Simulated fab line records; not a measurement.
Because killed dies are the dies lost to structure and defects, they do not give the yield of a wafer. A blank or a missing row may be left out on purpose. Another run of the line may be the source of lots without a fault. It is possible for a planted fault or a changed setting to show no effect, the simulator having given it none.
Comparing a struck lot with a sound one :: flow rit-cmos :: 14 out of 202 route steps
Sound: the wafers L571.1, L571.2, L571.6. Struck: wafers L568.2, L568.3, L568.5. The cause comes at the end.
At each step with rows: each side's tool, then ch and its chambers, then its first start. Under that, the readings that differ: sound wafers :: struck wafers :: difference of the means :: sigmas: that difference in standard deviations of wafers without a fault.
alike: words and numbers the same on both sides, and readings whose means are apart by under 2 such deviations; not compared: readings that were withheld, readings missing a value for some wafer, numbers with overlapping values and no deviation given by the record, and bounds like >300 which may hide the same value.
Wherever a step has rows on one side only, a row that says differs or no value, or a row with sigmas, the two part there. Non-overlapping numbers with no deviation appear without sigmas and do not part them. A reading missing from all wafers of one side parts the sides only when that side holds two or more wafers.

first, 1 step without rows for these wafers: RIT_GATE_HARDBAKE_18 (time 60 s).
RIT_GATE_ETCH_19: etches poly-Si in SF6/CHF3/O2, stops on SiO2, time 165 s, target depth 312.5 nm.
  sound on rie-si-02 ch 1,3, day 6 09:39; struck on rie-si-01 ch 0,1,3, day 6 04:24
  alike: CHF3_flow_sccm, SF6_flow_sccm, chamber-pressure-mTorr, drypump-motor-current-A, oes-product-au, throttle-valve-pct
  not compared: rf-hours-counter-h
RIT_GATE_STRIP_20: strips in O2, time 180 s.
  sound on plasma-asher-03 ch 0,1, day 6 09:45; struck on plasma-asher-01 ch 0,1, day 6 04:31
  alike: chamber-pressure-mTorr, drypump-motor-current-A
  not compared: rf-hours-counter-h
RIT_GATE_CD_MEAS_90: the cd target is 150 nm.
  sound: cd-sem-01 at day 6 09:56; struck: cd-sem-01 at day 6 04:42
  alike: cd-nm
then, 4 steps without rows for these wafers: RIT_REOX_CLEAN_00 (cleans in SC1, time 600 s); RIT_REOX_CLEAN_01 (cleans in dHF, time 30 s); RIT_REOX_CLEAN_02 (cleans in SC2, time 600 s); RIT_REOX_OXIDATION_03 (target thk 25.2 nm, ox time 5580 s).
RIT_REOX_THK_MEAS_04:
  sound: film-metro-01 at day 6 13:38; struck: film-metro-02 at day 6 08:02
  alike: REOX_OXIDE_THK
then, 3 steps without rows for these wafers: RIT_NLDD_HMDS_00 (prime time 60 s); RIT_NLDD_COAT_01 (resist thk 1000 nm); RIT_NLDD_SOFTBAKE_02 (time 60 s).
RIT_NLDD_EXPOSE_03: exposes mask M7, target cd 40700 nm.
  struck on iline-stepper-01, day 6 08:48; sound on iline-stepper-01 ch 0, day 6 14:08
  no value came back on the struck wafers for exposure-dose-mJ-cm2, focus-offset-nm (nm); on the sound wafers exposure-dose-mJ-cm2 reads 250.18 250.05 250.50
  alike: mask
then, 1 step without rows for these wafers: RIT_NLDD_PEB_04.

## WHERE THEY PART
RIT_NLDD_EXPOSE_03 only, going by this record.

WHY: the cause the simulator had injected
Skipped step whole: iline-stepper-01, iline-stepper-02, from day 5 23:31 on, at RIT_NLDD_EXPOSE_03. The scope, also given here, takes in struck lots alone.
